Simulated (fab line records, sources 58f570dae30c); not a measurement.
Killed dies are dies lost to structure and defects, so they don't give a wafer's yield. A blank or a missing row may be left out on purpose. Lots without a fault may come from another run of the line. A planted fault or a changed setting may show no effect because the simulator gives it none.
One fault seen from 2 desks | flow berkeley_cmos170 | each desk has only its own numbers; what lay behind them comes last

THE TOOL OWNER'S DESK: lpcvd-02
The tool's own readings at UCB170_NWELL_CVD_04 (deposits Si3N4 from SiH2Cl2/NH3, target thk 224 nm, time 3360 s): means of the sampled wafers that have a number, for each lot that ran on this tool. A lot is out of limits, marked OUT, if its mean lies more than 4 standard deviations from the usual mean; the brackets give that distance.
Columns: A = nh3_flow_sccm at UCB170_NWELL_CVD_04, usual 74.98 sccm; B = pressure_mtorr at UCB170_NWELL_CVD_04, usual 200.0 mTorr
lot  | first seen here | A     | B
L644 | day 2 17:14     | 74.84 | 199.9
L645 | day 3 03:14     | 75.50 | 199.9
L646 | day 3 10:09     | 75.05 | 200.3
L656 | day 5 01:37     | 75.02 | 199.7
L658 | day 5 01:37     | 74.86 | 200.1
L661 | day 6 03:11     | 74.93 | 200.1
L663 | day 6 09:40     | 75.05 | 200.5
L665 | day 7 01:35     | 74.71 | 199.8
L666 | day 7 01:35     | 75.17 | 199.5
This desk's finding: nothing out of limits on any of the 9 lots.

THE METROLOGY DESK
What the gauges read, lot by lot, whatever tool the lot ran on: means of the sampled wafers that have a number. A lot is out of limits, marked OUT, if its mean lies more than 4 standard deviations from the usual mean; the brackets give that distance.
Columns: A = cd_nm at UCB170_PLDD_CD_MEAS_06, usual 1200.2 nm
lot  | first seen here | A
L644 | day 7 11:19     | 1200.2
L643 | day 7 11:34     | 1201.4
L645 | day 7 11:53     | 1201.8
L646 | day 8 10:38     | 1200.6
L655 | day 9 05:28     | 1198.9
L658 | day 10 08:28    | 1199.2
L656 | day 10 08:32    | 1200.9
L659 | day 11 02:37    | 1199.7
L663 | day 11 22:26    | 1198.9
L661 | day 11 22:43    | 1198.1
L666 | day 12 21:20    | 1200.3
L665 | day 12 21:43    | 1200.0
This desk's finding: nothing out of limits on any of the 12 lots.

PUT TOGETHER
The tool owner's desk saw nothing out of limits.
The metrology desk saw nothing out of limits.

WHAT THE SIMULATOR HAD PUT IN
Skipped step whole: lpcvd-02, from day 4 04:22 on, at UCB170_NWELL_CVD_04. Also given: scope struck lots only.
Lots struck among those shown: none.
